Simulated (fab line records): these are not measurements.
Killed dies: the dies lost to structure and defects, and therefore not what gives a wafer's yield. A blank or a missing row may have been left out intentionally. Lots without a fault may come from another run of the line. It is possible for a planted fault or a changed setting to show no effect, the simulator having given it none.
2 desks, one fault || flow rit cmos || each desk has only its own numbers; what lay behind them comes last

## TOOL OWNER'S DESK, implanter-01
The tool's own readings at RIT_NRETRO_IMPLANT_08, given as means over the sampled wafers that have a number, one for each lot that went through this tool. Marked OUT: a lot whose mean sits more than 4 standard deviations from the usual mean, which makes it out of limits; the brackets give that distance.
Columns: A = beam energy keV at RIT_NRETRO_IMPLANT_08, usual 70.004; B = faraday current uA at RIT_NRETRO_IMPLANT_08, usual 31.7
{"lot": "L260", "first seen here": "day 2 18:09", "A": 70.012, "B": 32.3}
{"lot": "L261", "first seen here": "day 2 23:10", "A": 70.021, "B": 30.8}
{"lot": "L265", "first seen here": "day 3 19:10", "A": 69.988, "B": 31.3}
{"lot": "L270", "first seen here": "day 5 01:38", "A": 70.003, "B": 31.9}
{"lot": "L275", "first seen here": "day 6 03:59", "A": "63.454 (-99 or more) OUT", "B": 32.0}
{"lot": "L279", "first seen here": "day 6 18:28", "A": "63.486 (-99 or more) OUT", "B": 32.0}
This desk finds L275, L279 out of limits, L275 being first, at day 6 03:59 (beam energy keV at RIT_NRETRO_IMPLANT_08). In limits: L260, L261, L265, L270.

## FROM THE METROLOGY DESK
What the gauges read for every lot (on any tool): the sampled wafers with a number, averaged. Marked OUT: a lot whose mean sits more than 4 standard deviations from the usual mean, which makes it out of limits; the brackets give that distance.
Columns: A = NRETRO_TW at RIT_NRETRO_TW_MEAS_10, usual 1046
{"lot": "L259", "first seen here": "day 2 13:14", "A": 1041}
{"lot": "L260", "first seen here": "day 2 18:28", "A": 1040}
{"lot": "L261", "first seen here": "day 2 23:26", "A": 1044}
{"lot": "L262", "first seen here": "day 3 02:41", "A": 1043}
{"lot": "L263", "first seen here": "day 3 10:23", "A": 1047}
{"lot": "L264", "first seen here": "day 3 14:18", "A": 1043}
{"lot": "L265", "first seen here": "day 3 19:29", "A": 1050}
{"lot": "L267", "first seen here": "day 4 08:44", "A": 1044}
{"lot": "L268", "first seen here": "day 4 08:58", "A": 1039}
{"lot": "L269", "first seen here": "day 4 19:29", "A": 1047}
{"lot": "L270", "first seen here": "day 5 01:58", "A": 1048}
{"lot": "L275", "first seen here": "day 6 04:19", "A": "1017 (-5.2) OUT"}
{"lot": "L279", "first seen here": "day 6 18:46", "A": 1029}
{"lot": "L281", "first seen here": "day 7 04:40", "A": 1041}
Finding of this desk: L275 out of limits, first seen on L275 at day 6 04:19 (NRETRO_TW at RIT_NRETRO_TW_MEAS_10). In limits: L259, L260, L261, L262, L263, L264, L265, L267, L268, L269, L270, L279, L281.

## ALL TOGETHER
The tool owner's desk could have raised an alarm at day 6 03:59, on L275, L279.
On L275, the metrology desk was in a position to raise an alarm at day 6 04:19.
The metrology desk holds a record of L279, inside its limits.
Every lot named ran RIT_NRETRO_IMPLANT_08 on implanter-01.

## WHAT THE SIMULATOR PUT IN
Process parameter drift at RIT_NRETRO_IMPLANT_08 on implanter-01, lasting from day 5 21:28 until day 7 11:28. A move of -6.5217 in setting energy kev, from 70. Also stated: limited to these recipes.
Lots struck among those shown: L275, L279.
Fault start to first reading out of limits, in hours, per desk: tool owner, 7; metrology, 7.
